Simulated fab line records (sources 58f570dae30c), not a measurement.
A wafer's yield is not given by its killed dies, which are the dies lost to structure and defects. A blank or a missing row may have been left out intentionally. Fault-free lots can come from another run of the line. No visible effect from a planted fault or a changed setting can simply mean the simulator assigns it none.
Split-lot experiment | flow berkeley-cmos170 | 23 wafers read across 5 lots, on a route 331 steps long

== SPLIT DETAILS ==
At UCB170_NLDD_PEB_04, the setting peb-temp-c was moved away from the recipe's 130 C on 11 of the 23 wafers read, by -2.8% to +2.4%. For the rest of the wafers, this setting stayed at what the recipe calls for.

== BETWEEN THE SPLIT AND THE READING: the file shows 1 step in between ==
- UCB170_NLDD_DEVELOP_05: develop time 45 s

== THE READING ==
Shown in nm: cd-nm at UCB170_NLDD_CD_MEAS_06, with target cd 1200 nm. A value of 1200.0 nm with a standard deviation of 1 nm is what fault-free wafers of this fab line usually give.

wafer  | tool, chamber at the split | peb-temp-c as run, C | against the recipe | cd-nm, nm | against lot-mates on the recipe
L074.1 | litho-track-04, 0          | 130                  | recipe             | 1200.2    | -
L074.2 | litho-track-04, 0          | 130                  | recipe             | 1200.2    | -
L074.3 | litho-track-04, 0          | 133.1                | +2.4%              | 1218.3    | +18.1
L074.4 | litho-track-04, 0          | 133.1                | +2.4%              | 1218.4    | +18.2
L074.6 | litho-track-04, 0          | 133.1                | +2.4%              | 1217.3    | +17.1
L075.1 | litho-track-04, 0          | 130                  | recipe             | 1202.6    | -
L075.2 | litho-track-04, 0          | 127.5                | -1.9%              | 1183.7    | -18.6
L075.3 | litho-track-04, 0          | 130                  | recipe             | 1202.4    | -
L075.4 | litho-track-04, 0          | 127.5                | -1.9%              | 1181.7    | -20.6
L075.5 | litho-track-04, 0          | 130                  | recipe             | 1201.9    | -
L076.1 | litho-track-04, 0          | 130                  | recipe             | 1202.0    | -
L076.3 | litho-track-04, 0          | 130                  | recipe             | 1201.9    | -
L076.4 | litho-track-04, 0          | 131.7                | +1.3%              | 1212.7    | +10.8
L076.5 | litho-track-04, 0          | 131.7                | +1.3%              | 1211.4    | +9.5
L076.6 | litho-track-04, 0          | 131.7                | +1.3%              | 1210.8    | +8.8
L082.1 | litho-track-04, 0          | 130                  | recipe             | 1199.3    | -
L082.3 | litho-track-04, 0          | 130                  | recipe             | 1199.7    | -
L082.5 | litho-track-04, 0          | 130                  | recipe             | 1199.3    | -
L083.2 | litho-track-01, 0          | 130                  | recipe             | 1198.4    | -
L083.3 | litho-track-01, 0          | 126.3                | -2.8%              | 1169.6    | -29.2
L083.4 | litho-track-01, 0          | 130                  | recipe             | 1199.3    | -
L083.5 | litho-track-01, 0          | 126.3                | -2.8%              | 1169.5    | -29.3
L083.6 | litho-track-01, 0          | 126.3                | -2.8%              | 1170.2    | -28.6

FIT RESULTS
A straight line over all 23 wafers: cd-nm changes by +9.24 nm for each +1% of peb-temp-c; r = +0.99; the points scatter about the line by 2.4 nm.
The same after taking each lot's own level away (the mean of its wafers on the recipe; 23 wafers): +9.04 nm for each +1%; r = +0.99; scatter 1.7 nm.
On that fit, the largest move of peb-temp-c shifts the reading by 26 nm.
Measured against the standard deviation above, the lots' own levels, which go from 1198.85 to 1202.30 nm, span 3.5 times it.
The two slopes are in agreement: the lot-to-lot level therefore moves the slope only a little.
Check: with one of the wafers moved furthest among these (-2.8%) left out of the fit, the line predicts -26.6 nm for it against its lot-mates. It came out at -29.2 nm against them.

== ADDITIONAL SPLITS CARRIED BY THESE WAFERS ==
Other splits were also applied to these wafers ahead of the reading. Each is held against what the fit with the lots' levels taken away leaves over:
other split on the same wafers    | wafers away from the commonest value | r with cd-nm (lot level and that fit taken away)
UCB170_GATE_PEB_10 peb-temp-c     | 9                                    | +0.06
UCB170_NLDD_COAT_01 resist-thk-nm | 9                                    | -0.43

== FILE'S OWN FIT ==
cd-nm changes by +9.15 nm for each +1% of peb-temp-c, r = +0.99.
